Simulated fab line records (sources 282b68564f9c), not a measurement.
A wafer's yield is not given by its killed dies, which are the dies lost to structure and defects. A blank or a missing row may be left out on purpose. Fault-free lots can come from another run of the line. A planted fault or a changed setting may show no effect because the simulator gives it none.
fab line records / flow rit-cmos
record: lots: 5 wafers: 15 last-day: 6
route steps=202 shown FOX1@21 FOX2@23 NWELL@28 PWELL@39 M1@202
lots untouched by any fault: they come from a run of this same line in which no faults occurred
start-h: the number of hours between the record's first day and the start of the first shown wafer of the lot / wait-h: hours elapsed since this lot's preceding step / " same as the row above / L1.1+2: one row covering several wafers at once / - value missing, or start not given / * or withheld: withheld / < > ~ a bound
route shown NAME@n: names a module that has steps shown in the file, with the first one's number in the route / usual: mean/standard deviation taken from wafers without a fault / same: alike in all rows / chamber/n: place in a boat / sites: each site's reading / _std_site: standard deviation of those values / _edge_site: inner sites' mean taken away from outer sites' mean / radius-mm: how far each site lies from the wafer's centre / mask NAME#n: copy n / behind: the last tool/chamber to shape the wafer / hold: why the lot was held/for how many hours/how that ended / device: names the non-switching transistor (n, p or np) / end of line: tests run on the same wafers once the route is complete / a step without rows: its recipe alone / killed: the dies lost at the first sort to structure and to defects; this is not the yield of the wafer / map: shows each die of a wafer: x if killed, . if not, _ if none is there
set.NAME: the setting the step ran with; set.NAME@STEP: the setting that earlier step ran with / model.NAME: the simulator's own value behind a step, which no gauge read
lots seen at some steps along the route; tables by step, rows by wafer
services: a tool's chamber out of use, with start hour (start-h, from the record's first day; less than 0 if before it), hours out, and reason
== steps ==
step: RIT_FOX1_THK_MEAS_01
recipe: reads: SiO2_of_FOX1_OXIDATION_00
usual: FOX1_OXIDE_THK: 350/8.1
lot.wafer=L991.1 tool=film-metro-03 chamber=- start-h=17.33 wait-h=0.0 FOX1_OXIDE_THK[nm]=346
lot.wafer=L991.3 tool=film-metro-03 chamber=- start-h=17.33 wait-h=0.0 FOX1_OXIDE_THK[nm]=349
lot.wafer=L991.5 tool=film-metro-03 chamber=- start-h=17.33 wait-h=0.0 FOX1_OXIDE_THK[nm]=353
lot.wafer=L997.1 tool=film-metro-04 chamber=- start-h=46.82 wait-h=0.0 FOX1_OXIDE_THK[nm]=350
lot.wafer=L997.3 tool=film-metro-04 chamber=- start-h=46.82 wait-h=0.0 FOX1_OXIDE_THK[nm]=355
lot.wafer=L997.4 tool=film-metro-04 chamber=- start-h=46.82 wait-h=0.0 FOX1_OXIDE_THK[nm]=351
lot.wafer=L103.1 tool=film-metro-04 chamber=- start-h=78.14 wait-h=0.0 FOX1_OXIDE_THK[nm]=328
lot.wafer=L103.3 tool=film-metro-04 chamber=- start-h=78.14 wait-h=0.0 FOX1_OXIDE_THK[nm]=329
lot.wafer=L103.4 tool=film-metro-04 chamber=- start-h=78.14 wait-h=0.0 FOX1_OXIDE_THK[nm]=331
lot.wafer=L106.1 tool=film-metro-03 chamber=- start-h=91.82 wait-h=0.0 FOX1_OXIDE_THK[nm]=345
lot.wafer=L106.5 tool=film-metro-03 chamber=- start-h=91.82 wait-h=0.0 FOX1_OXIDE_THK[nm]=342
lot.wafer=L106.6 tool=film-metro-03 chamber=- start-h=91.82 wait-h=0.0 FOX1_OXIDE_THK[nm]=349
lot.wafer=L110.2 tool=film-metro-04 chamber=- start-h=111.88 wait-h=0.0 FOX1_OXIDE_THK[nm]=351
lot.wafer=L110.3 tool=film-metro-04 chamber=- start-h=111.88 wait-h=0.0 FOX1_OXIDE_THK[nm]=342
lot.wafer=L110.4 tool=film-metro-04 chamber=- start-h=111.88 wait-h=0.0 FOX1_OXIDE_THK[nm]=348
step: RIT_FOX1_WET_ETCH_02
recipe: chemistry: BOE target-depth-nm: 350 time-s: 390 temp-c: 21.5 dry: n2-spin dilution: 10:1 target: SiO2
step: RIT_FOX2_OXIDATION_00
recipe: temp-c: 1100 ambient: H2O target-thk-a: 3507 p-h2o-torr: 720 ox-time-s: 1130
step: RIT_FOX2_THK_MEAS_01
recipe: reads: SiO2_of_FOX2_OXIDATION_00
usual: FOX2_OXIDE_THK: 353/5.9
lot.wafer=L991.1 tool=film-metro-01 chamber=- start-h=20.14 wait-h=0.0 FOX2_OXIDE_THK[nm]=349
lot.wafer=L991.3 tool=film-metro-01 chamber=- start-h=20.14 wait-h=0.0 FOX2_OXIDE_THK[nm]=351
lot.wafer=L991.5 tool=film-metro-01 chamber=- start-h=20.14 wait-h=0.0 FOX2_OXIDE_THK[nm]=349
lot.wafer=L997.1 tool=film-metro-01 chamber=- start-h=49.18 wait-h=0.0 FOX2_OXIDE_THK[nm]=351
lot.wafer=L997.3 tool=film-metro-01 chamber=- start-h=49.18 wait-h=0.0 FOX2_OXIDE_THK[nm]=357
lot.wafer=L997.4 tool=film-metro-01 chamber=- start-h=49.18 wait-h=0.0 FOX2_OXIDE_THK[nm]=348
lot.wafer=L103.1 tool=film-metro-01 chamber=- start-h=79.87 wait-h=0.0 FOX2_OXIDE_THK[nm]=361
lot.wafer=L103.3 tool=film-metro-01 chamber=- start-h=79.87 wait-h=0.0 FOX2_OXIDE_THK[nm]=366
lot.wafer=L103.4 tool=film-metro-01 chamber=- start-h=79.87 wait-h=0.0 FOX2_OXIDE_THK[nm]=363
lot.wafer=L106.1 tool=film-metro-03 chamber=- start-h=93.37 wait-h=0.0 FOX2_OXIDE_THK[nm]=352
lot.wafer=L106.5 tool=film-metro-03 chamber=- start-h=93.37 wait-h=0.0 FOX2_OXIDE_THK[nm]=348
lot.wafer=L106.6 tool=film-metro-03 chamber=- start-h=93.37 wait-h=0.0 FOX2_OXIDE_THK[nm]=353
lot.wafer=L110.2 tool=film-metro-02 chamber=- start-h=113.38 wait-h=0.0 FOX2_OXIDE_THK[nm]=354
lot.wafer=L110.3 tool=film-metro-02 chamber=- start-h=113.38 wait-h=0.0 FOX2_OXIDE_THK[nm]=355
lot.wafer=L110.4 tool=film-metro-02 chamber=- start-h=113.38 wait-h=0.0 FOX2_OXIDE_THK[nm]=355
step: RIT_FOX2_CLEAN_02
recipe: chemistry: dHF dilution: 50:1 time-s: 180
step: RIT_FOX2_WET_ETCH_03
recipe: chemistry: H3PO4 target: Si3N4 target-depth-nm: 195 temp-c: 165 time-s: 2700
step: RIT_FOX2_THK_MEAS_90
recipe: reads: SiO2_of_FOX2_OXIDATION_00
usual: FIELD_OXIDE_LEFT_1_THK: 325/6
lot.wafer=L991.1 tool=film-metro-01 chamber=- start-h=21.02 wait-h=0.0 FIELD_OXIDE_LEFT_1_THK[nm]=322
lot.wafer=L991.3 tool=film-metro-01 chamber=- start-h=21.02 wait-h=0.0 FIELD_OXIDE_LEFT_1_THK[nm]=323
lot.wafer=L991.5 tool=film-metro-01 chamber=- start-h=21.02 wait-h=0.0 FIELD_OXIDE_LEFT_1_THK[nm]=322
lot.wafer=L997.1 tool=film-metro-03 chamber=- start-h=50.05 wait-h=0.0 FIELD_OXIDE_LEFT_1_THK[nm]=323
lot.wafer=L997.3 tool=film-metro-03 chamber=- start-h=50.05 wait-h=0.0 FIELD_OXIDE_LEFT_1_THK[nm]=329
lot.wafer=L997.4 tool=film-metro-03 chamber=- start-h=50.05 wait-h=0.0 FIELD_OXIDE_LEFT_1_THK[nm]=321
lot.wafer=L103.1 tool=film-metro-02 chamber=- start-h=80.74 wait-h=0.0 FIELD_OXIDE_LEFT_1_THK[nm]=334
lot.wafer=L103.3 tool=film-metro-02 chamber=- start-h=80.74 wait-h=0.0 FIELD_OXIDE_LEFT_1_THK[nm]=340
lot.wafer=L103.4 tool=film-metro-02 chamber=- start-h=80.74 wait-h=0.0 FIELD_OXIDE_LEFT_1_THK[nm]=336
lot.wafer=L106.1 tool=film-metro-02 chamber=- start-h=94.25 wait-h=0.0 FIELD_OXIDE_LEFT_1_THK[nm]=325
lot.wafer=L106.5 tool=film-metro-02 chamber=- start-h=94.25 wait-h=0.0 FIELD_OXIDE_LEFT_1_THK[nm]=321
lot.wafer=L106.6 tool=film-metro-02 chamber=- start-h=94.25 wait-h=0.0 FIELD_OXIDE_LEFT_1_THK[nm]=326
lot.wafer=L110.2 tool=film-metro-01 chamber=- start-h=114.25 wait-h=0.0 FIELD_OXIDE_LEFT_1_THK[nm]=327
lot.wafer=L110.3 tool=film-metro-01 chamber=- start-h=114.25 wait-h=0.0 FIELD_OXIDE_LEFT_1_THK[nm]=328
lot.wafer=L110.4 tool=film-metro-01 chamber=- start-h=114.25 wait-h=0.0 FIELD_OXIDE_LEFT_1_THK[nm]=328
step: RIT_NWELL_HMDS_00
recipe: prime-time-s: 60 prime-temp-c: 140
step: RIT_NWELL_COAT_01
recipe: resist: NOVOLAK spin-rpm: 2000 resist-thk-nm: 1300
step: RIT_NWELL_SOFTBAKE_02
recipe: resist: NOVOLAK temp-c: 90 time-s: 60
step: RIT_NWELL_EXPOSE_03
recipe: mask-id: M2 na: 0.57 target-cd-nm: 43900 dose-mj: 250
step: RIT_NWELL_PEB_04
recipe: resist: NOVOLAK temp-c: withheld time-s: withheld
step: RIT_NWELL_DEVELOP_05
recipe: resist: NOVOLAK develop-time-s: 68 dev-temp-c: 23
usual: developer-temp-C: 22.98/0.11
lot.wafer=L991.1 tool=litho-track-02 chamber=0 start-h=22 wait-h=- developer-temp-C=23.14
lot.wafer=L991.3 tool=litho-track-02 chamber=0 start-h=22 wait-h=- developer-temp-C=23.10
lot.wafer=L991.5 tool=litho-track-02 chamber=0 start-h=22 wait-h=- developer-temp-C=23.24
lot.wafer=L997.1 tool=litho-track-03 chamber=0 start-h=50 wait-h=- developer-temp-C=23.09
lot.wafer=L997.3 tool=litho-track-03 chamber=0 start-h=51 wait-h=- developer-temp-C=23.14
lot.wafer=L997.4 tool=litho-track-03 chamber=0 start-h=51 wait-h=- developer-temp-C=23.18
lot.wafer=L103.1 tool=litho-track-03 chamber=0 start-h=81 wait-h=- developer-temp-C=22.83
lot.wafer=L103.3 tool=litho-track-03 chamber=0 start-h=81 wait-h=- developer-temp-C=22.87
lot.wafer=L103.4 tool=litho-track-03 chamber=0 start-h=81 wait-h=- developer-temp-C=22.90
lot.wafer=L106.1 tool=litho-track-02 chamber=0 start-h=95 wait-h=- developer-temp-C=22.86
lot.wafer=L106.5 tool=litho-track-02 chamber=0 start-h=95 wait-h=- developer-temp-C=22.95
lot.wafer=L106.6 tool=litho-track-02 chamber=0 start-h=95 wait-h=- developer-temp-C=22.99
lot.wafer=L110.2 tool=litho-track-04 chamber=0 start-h=115 wait-h=- developer-temp-C=23.20
lot.wafer=L110.3 tool=litho-track-04 chamber=0 start-h=115 wait-h=- developer-temp-C=23.06
lot.wafer=L110.4 tool=litho-track-04 chamber=0 start-h=115 wait-h=- developer-temp-C=23.08
step: RIT_NWELL_OVL_MEAS_06
usual: NWELL_OVL: 0.1/1.4
lot.wafer=L991.1 tool=overlay-02 chamber=- start-h=22.38 wait-h=- NWELL_OVL[nm]=2.1
lot.wafer=L991.3 tool=overlay-02 chamber=- start-h=22.38 wait-h=- NWELL_OVL[nm]=-0.8
lot.wafer=L991.5 tool=overlay-02 chamber=- start-h=22.38 wait-h=- NWELL_OVL[nm]=0.1
lot.wafer=L997.1 tool=overlay-01 chamber=- start-h=51.12 wait-h=- NWELL_OVL[nm]=-0.8
lot.wafer=L997.3 tool=overlay-01 chamber=- start-h=51.12 wait-h=- NWELL_OVL[nm]=-1.6
lot.wafer=L997.4 tool=overlay-01 chamber=- start-h=51.12 wait-h=- NWELL_OVL[nm]=-1.4
lot.wafer=L103.1 tool=overlay-01 chamber=- start-h=81.81 wait-h=- NWELL_OVL[nm]=-0.6
lot.wafer=L103.3 tool=overlay-01 chamber=- start-h=81.81 wait-h=- NWELL_OVL[nm]=0.1
lot.wafer=L103.4 tool=overlay-01 chamber=- start-h=81.81 wait-h=- NWELL_OVL[nm]=-0.6
lot.wafer=L106.1 tool=overlay-01 chamber=- start-h=95.34 wait-h=- NWELL_OVL[nm]=1.4
lot.wafer=L106.5 tool=overlay-01 chamber=- start-h=95.34 wait-h=- NWELL_OVL[nm]=-0.1
lot.wafer=L106.6 tool=overlay-01 chamber=- start-h=95.34 wait-h=- NWELL_OVL[nm]=-0.8
lot.wafer=L110.2 tool=overlay-01 chamber=- start-h=115.28 wait-h=- NWELL_OVL[nm]=2.2
lot.wafer=L110.3 tool=overlay-01 chamber=- start-h=115.28 wait-h=- NWELL_OVL[nm]=1.0
lot.wafer=L110.4 tool=overlay-01 chamber=- start-h=115.28 wait-h=- NWELL_OVL[nm]=2.8
step: RIT_NWELL_HARDBAKE_07
recipe: resist: NOVOLAK temp-c: 140 time-s: 120
step: RIT_NWELL_IMPLANT_08
recipe: species: P energy-kev: 170 dose-cm2: 5e+13 tilt-deg: 7
step: RIT_NWELL_STRIP_09
recipe: chemistry: O2 time-s: 180 resist: NOVOLAK platen-temp-c: withheld power-w: 500 pressure-mtorr: 4000 o2-flow-sccm: 4000
usual: drypump-motor-current-A: 5.7/0.56 rf-refl-power-W: 7.7/1.2
lot.wafer=L991.1 tool=plasma-asher-02 chamber=1 start-h=22.81 wait-h=0.1 drypump-motor-current-A=5.8 rf-hours-counter-h=38 rf-refl-power-W=9.3
lot.wafer=L991.3 tool=plasma-asher-02 chamber=1 start-h=22.81 wait-h=0.1 drypump-motor-current-A=5.7 rf-hours-counter-h=- rf-refl-power-W=9.3
lot.wafer=L991.5 tool=plasma-asher-02 chamber=1 start-h=22.81 wait-h=0.1 drypump-motor-current-A=5.8 rf-hours-counter-h=- rf-refl-power-W=9.7
lot.wafer=L997.1 tool=plasma-asher-01 chamber=1 start-h=51.56 wait-h=0.1 drypump-motor-current-A=6.1 rf-hours-counter-h=40 rf-refl-power-W=5.9
lot.wafer=L997.3 tool=plasma-asher-01 chamber=1 start-h=51.56 wait-h=0.1 drypump-motor-current-A=6.1 rf-hours-counter-h=- rf-refl-power-W=5.6
lot.wafer=L997.4 tool=plasma-asher-01 chamber=0 start-h=51.56 wait-h=0.1 drypump-motor-current-A=5.1 rf-hours-counter-h=- rf-refl-power-W=7.4
lot.wafer=L103.1 tool=plasma-asher-02 chamber=0 start-h=82.24 wait-h=0.1 drypump-motor-current-A=6.5 rf-hours-counter-h=44 rf-refl-power-W=7.8
lot.wafer=L103.3 tool=plasma-asher-02 chamber=0 start-h=82.24 wait-h=0.1 drypump-motor-current-A=6.5 rf-hours-counter-h=- rf-refl-power-W=7.3
lot.wafer=L103.4 tool=plasma-asher-02 chamber=1 start-h=82.24 wait-h=0.1 drypump-motor-current-A=5.7 rf-hours-counter-h=- rf-refl-power-W=9.1
lot.wafer=L106.1 tool=plasma-asher-02 chamber=0 start-h=95.78 wait-h=0.1 drypump-motor-current-A=6.5 rf-hours-counter-h=46 rf-refl-power-W=8.2
lot.wafer=L106.5 tool=plasma-asher-02 chamber=0 start-h=95.78 wait-h=0.1 drypump-motor-current-A=6.5 rf-hours-counter-h=- rf-refl-power-W=8.3
lot.wafer=L106.6 tool=plasma-asher-02 chamber=1 start-h=95.78 wait-h=0.1 drypump-motor-current-A=5.7 rf-hours-counter-h=- rf-refl-power-W=9.2
lot.wafer=L110.2 tool=plasma-asher-01 chamber=1 start-h=115.71 wait-h=0.1 drypump-motor-current-A=6.1 rf-hours-counter-h=48 rf-refl-power-W=5.9
lot.wafer=L110.3 tool=plasma-asher-01 chamber=1 start-h=115.71 wait-h=0.1 drypump-motor-current-A=6.1 rf-hours-counter-h=- rf-refl-power-W=5.7
lot.wafer=L110.4 tool=plasma-asher-01 chamber=0 start-h=115.71 wait-h=0.1 drypump-motor-current-A=5.1 rf-hours-counter-h=- rf-refl-power-W=6.5
step: RIT_NWELL_TW_MEAS_10
usual: NWELL_TW: 2156/22
lot.wafer=L991.1 tool=film-metro-01 chamber=- start-h=22.99 wait-h=0.1 NWELL_TW=2115
lot.wafer=L991.3 tool=film-metro-01 chamber=- start-h=22.99 wait-h=0.1 NWELL_TW=2123
lot.wafer=L991.5 tool=film-metro-01 chamber=- start-h=22.99 wait-h=0.1 NWELL_TW=2107
lot.wafer=L997.1 tool=film-metro-04 chamber=- start-h=51.73 wait-h=0.1 NWELL_TW=2163
lot.wafer=L997.3 tool=film-metro-04 chamber=- start-h=51.73 wait-h=0.1 NWELL_TW=2173
lot.wafer=L997.4 tool=film-metro-04 chamber=- start-h=51.73 wait-h=0.1 NWELL_TW=2159
lot.wafer=L103.1 tool=film-metro-01 chamber=- start-h=82.42 wait-h=0.1 NWELL_TW=2052
lot.wafer=L103.3 tool=film-metro-01 chamber=- start-h=82.42 wait-h=0.1 NWELL_TW=2040
lot.wafer=L103.4 tool=film-metro-01 chamber=- start-h=82.42 wait-h=0.1 NWELL_TW=2043
lot.wafer=L106.1 tool=film-metro-02 chamber=- start-h=95.95 wait-h=0.1 NWELL_TW=2165
lot.wafer=L106.5 tool=film-metro-02 chamber=- start-h=95.95 wait-h=0.1 NWELL_TW=2155
lot.wafer=L106.6 tool=film-metro-02 chamber=- start-h=95.95 wait-h=0.1 NWELL_TW=2153
lot.wafer=L110.2 tool=film-metro-04 chamber=- start-h=115.89 wait-h=0.1 NWELL_TW=2175
lot.wafer=L110.3 tool=film-metro-04 chamber=- start-h=115.89 wait-h=0.1 NWELL_TW=2182
lot.wafer=L110.4 tool=film-metro-04 chamber=- start-h=115.89 wait-h=0.1 NWELL_TW=2167
step: RIT_PWELL_HMDS_00
recipe: prime-time-s: 60 prime-temp-c: 140
step: RIT_M1_PROBE_99
usual: killed-at-contacts: 0.1/0.24 killed-at-front-end: 6.8/2.8 killed-dies: 6.9/2.8 killed-open: 3.3/1.9 killed-short: 3.5/1.8
same: gross-dies: 264 killed_at_M0_to_M3: 0 killed_at_M4_up: 0 killed-at-back-side: 0 killed-at-other: 0
lot.wafer=L991.1 tool=prober-01 chamber=- start-h=58.69 wait-h=0.1 killed-at-contacts=0 killed-at-front-end=7 killed-dies=7 killed-open=4 killed-short=3
lot.wafer=L991.3 tool=prober-01 chamber=- start-h=58.79 wait-h=0.2 killed-at-contacts=0 killed-at-front-end=11 killed-dies=11 killed-open=6 killed-short=5
lot.wafer=L991.5 tool=prober-01 chamber=- start-h=58.89 wait-h=0.2 killed-at-contacts=0 killed-at-front-end=12 killed-dies=12 killed-open=8 killed-short=4
lot.wafer=L997.1 tool=prober-01 chamber=- start-h=87.19 wait-h=0.1 killed-at-contacts=0 killed-at-front-end=7 killed-dies=7 killed-open=4 killed-short=3
lot.wafer=L997.3 tool=prober-01 chamber=- start-h=87.29 wait-h=0.2 killed-at-contacts=0 killed-at-front-end=5 killed-dies=5 killed-open=3 killed-short=2
lot.wafer=L997.4 tool=prober-01 chamber=- start-h=87.34 wait-h=0.2 killed-at-contacts=0 killed-at-front-end=9 killed-dies=9 killed-open=6 killed-short=3
lot.wafer=L103.1 tool=prober-01 chamber=- start-h=120.18 wait-h=0.1 killed-at-contacts=0 killed-at-front-end=3 killed-dies=3 killed-open=2 killed-short=1
lot.wafer=L103.3 tool=prober-01 chamber=- start-h=120.28 wait-h=0.2 killed-at-contacts=0 killed-at-front-end=6 killed-dies=6 killed-open=4 killed-short=2
lot.wafer=L103.4 tool=prober-01 chamber=- start-h=120.33 wait-h=0.2 killed-at-contacts=1 killed-at-front-end=11 killed-dies=12 killed-open=8 killed-short=4
lot.wafer=L106.1 tool=prober-01 chamber=- start-h=133.44 wait-h=0.1 killed-at-contacts=0 killed-at-front-end=12 killed-dies=12 killed-open=6 killed-short=6
lot.wafer=L106.5 tool=prober-01 chamber=- start-h=133.64 wait-h=0.2 killed-at-contacts=0 killed-at-front-end=6 killed-dies=6 killed-open=3 killed-short=3
lot.wafer=L106.6 tool=prober-01 chamber=- start-h=133.69 wait-h=0.2 killed-at-contacts=0 killed-at-front-end=7 killed-dies=7 killed-open=2 killed-short=5
lot.wafer=L110.2 tool=prober-01 chamber=- start-h=153.50 wait-h=0.1 killed-at-contacts=0 killed-at-front-end=5 killed-dies=5 killed-open=3 killed-short=2
lot.wafer=L110.3 tool=prober-01 chamber=- start-h=153.55 wait-h=0.2 killed-at-contacts=0 killed-at-front-end=5 killed-dies=5 killed-open=4 killed-short=1
lot.wafer=L110.4 tool=prober-01 chamber=- start-h=153.60 wait-h=0.2 killed-at-contacts=0 killed-at-front-end=4 killed-dies=4 killed-open=1 killed-short=3
killed by level:class
L991.1 FOX1:geometric-particle:open=3 FOX1:geometric-particle:short=2 REOX:geometric-particle:open=1 SPACER:geometric-particle:short=1
L991.3 FOX1:geometric-particle:short=4 FOX1:geometric-particle:open=3 GATE:geometric-particle:open=2 SPACER:geometric-particle:short=1 SILICIDE:geometric-particle:open=1
L991.5 FOX1:geometric-particle:open=4 FOX1:geometric-particle:short=2 GATE:geometric-particle:open=2 FOX2:geometric-particle:open=1 GATE:geometric-particle:short=1 REOX:geometric-particle:short=1 SPACER:geometric-particle:open=1
L997.1 FOX2:geometric-particle:short=2 REOX:geometric-particle:open=2 FOX2:geometric-particle:open=1 GATE:geometric-particle:short=1 SILICIDE:geometric-particle:open=1
L997.3 FOX1:geometric-particle:open=1 FOX2:geometric-particle:open=1 GATE:geometric-particle:short=1 GATE:geometric-particle:open=1 REOX:geometric-particle:short=1
L997.4 GATE:geometric-particle:open=4 SPACER:geometric-particle:short=2 REOX:geometric-particle:open=1 REOX:geometric-particle:short=1 SPACER:geometric-particle:open=1
L103.1 SPACER:geometric-particle:open=1 SPACER:geometric-particle:short=1 SILICIDE:geometric-particle:open=1
L103.3 GATE:geometric-particle:open=3 GATE:geometric-particle:short=2 FOX2:geometric-particle:open=1
L103.4 GATE:geometric-particle:open=3 ACTIVE:geometric-particle:open=2 GATE:geometric-particle:short=2 SPACER:geometric-particle:short=2 FOX1:geometric-particle:open=1 SPACER:geometric-particle:open=1 CONTACT:geometric-particle:open=1
L106.1 SILICIDE:geometric-particle:short=3 SILICIDE:geometric-particle:open=3 SPACER:geometric-particle:open=2 FOX2:geometric-particle:open=1 FOX2:geometric-particle:short=1 GATE:geometric-particle:short=1 SPACER:geometric-particle:short=1
L106.5 SPACER:geometric-particle:short=3 FOX1:geometric-particle:open=1 GATE:geometric-particle:open=1 SPACER:geometric-particle:open=1
L106.6 FOX1:geometric-particle:short=1 FOX2:geometric-particle:open=1 GATE:geometric-particle:open=1 GATE:geometric-particle:short=1 REOX:geometric-particle:short=1 SPACER:geometric-particle:short=1 SILICIDE:geometric-particle:short=1
L110.2 FOX1:geometric-particle:short=2 FOX2:geometric-particle:open=1 REOX:geometric-particle:open=1 SPACER:geometric-particle:open=1
L110.3 FOX1:geometric-particle:open=1 GATE:geometric-particle:short=1 GATE:geometric-particle:open=1 SPACER:geometric-particle:open=1 SILICIDE:geometric-particle:open=1
L110.4 GATE:geometric-particle:short=2 FOX1:geometric-particle:short=1 GATE:geometric-particle:open=1
== services ==
tool=plasma-asher-01 chamber=- start-h=22.10 hours=1.8 kind=repair
tool=plasma-asher-01 chamber=- start-h=85.33 hours=2.8 kind=pm
== key ==
first-sign: step: RIT_NWELL_TW_MEAS_10 reading: NWELL_TW direction: down sigmas: 4.9 usual: 2156 struck: 2045
effect none on later readings
met-at RIT_NWELL_DEVELOP_05
struck-wafers L103.1,L103.3,L103.4
tester-left-out L103
onset-between 50 81
fault: kind: process-parameter-drift tool: litho-track-03 chamber: - onset-h: 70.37 steps: RIT_NWELL_DEVELOP_05 channel: develop-time-s offset: * shape: step end-h: 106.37 acts-in: * stated: *
tester-left-out: of these lots the tester's yield and bins aren't shown, on N5 and GAA mostly nor the transistor test; their killed dies are dies lost to structure and defects alone, not to doping, threshold or leakage, so they don't give the yield
